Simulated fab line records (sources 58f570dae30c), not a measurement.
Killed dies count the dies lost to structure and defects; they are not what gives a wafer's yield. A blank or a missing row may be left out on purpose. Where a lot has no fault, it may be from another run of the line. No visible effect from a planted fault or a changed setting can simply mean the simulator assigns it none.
Which tool did it?    flow berkeleyCmos170    Sampling: 7 lots, 21 wafers, 4 of 331 route steps

== WHAT THE GAUGES READ, wafer by wafer ==
UCB170_CONTACT_THK_MEAS_02.
lot   measured      on            CONTACT_PSG_THK (nm)
L514  day 8 15:25   filmMetro-01  705 708 704
L517  day 8 17:25   filmMetro-01  709 707 702
L522  day 10 06:58  filmMetro-03  951 947 949
L526  day 10 19:49  filmMetro-02  703 698 703
L527  day 10 19:53  filmMetro-03  698 697 703
L530  day 11 23:05  filmMetro-02  705 704 709
L534  day 12 07:40  filmMetro-03  702 699 699

== WHICH TOOL RAN EACH LOT (tool, then ch and the chambers of the sampled wafers, then the start) ==
lot   UCB170_BACKSIDE_STRIP_03             UCB170_SILICIDE_SPUTTER_01   UCB170_CONTACT_CVD_01
L514  plasmaAsher-02 ch 0,1, day 8 10:24   pvdSputter-02, day 8 11:37   lpcvd-01 ch 0, day 8 13:38
L517  plasmaAsher-01 ch 0,1, day 8 13:45   pvdSputter-03, day 8 14:47   lpcvd-02 ch 0, day 8 15:38
L522  plasmaAsher-02 ch 0,1, day 10 03:34  pvdSputter-03, day 10 04:40  lpcvd-02 ch 0, day 10 05:10
L526  plasmaAsher-04 ch 0,1, day 10 15:03  pvdSputter-01, day 10 16:00  lpcvd-01 ch 0, day 10 18:02
L527  plasmaAsher-02 ch 0,1, day 10 15:30  pvdSputter-03, day 10 16:32  lpcvd-01 ch 0, day 10 18:02
L530  plasmaAsher-02 ch 0,1, day 11 17:31  pvdSputter-02, day 11 18:40  lpcvd-01 ch 1, day 11 20:23
L534  plasmaAsher-01 ch 0,1, day 12 04:27  pvdSputter-02, day 12 05:24  lpcvd-01 ch 0, day 12 05:53
- UCB170_BACKSIDE_STRIP_03: strips in O2.
- UCB170_SILICIDE_SPUTTER_01: material Ti, target thk 30 nm, time 25 s.
- UCB170_CONTACT_CVD_01: deposits PSG from SiH4/O2/PH3, target thk 700 nm, time 2820 s.

== THE ANSWER, worked out from the rows above alone ==
Rule: the usual values come from the lots themselves. Put in order of their means at a reading, lots are off if they are a third of the lots or fewer, leave a main group of 4 or more, and stand apart from it by a gap of 3 or more times the standard deviation of the main group's means; of several such gaps the widest counts. The tables above print the reading to a certain number of digits; a main group whose means all agree to those digits is not used. A lot without any number at a reading at which 4 lots or more have one is off too. Any other lot the step has rows for is counted as sound.
Off: at UCB170_CONTACT_THK_MEAS_02 (CONTACT_PSG_THK), L522. The main group has a mean of 703 nm with a standard deviation of 2.9.
A tool fits if, at a process step before that reading, it ran every lot that is off, and no sound lot after the first of them. Gauges at UCB170_CONTACT_THK_MEAS_02: tried the same way as those tools. One fits: lpcvd-02 at UCB170_CONTACT_CVD_01. Its last sound lot is L517 (day 8 15:38), its first lot that is off L522 (day 10 05:10): a fault that began between those two fits.

== WHAT THE SIMULATOR HAD INSERTED ==
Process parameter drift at UCB170_CONTACT_CVD_01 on lpcvd-02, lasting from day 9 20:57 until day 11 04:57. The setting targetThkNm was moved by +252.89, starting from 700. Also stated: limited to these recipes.
Struck lots among those shown: L522. The rule above found the same.
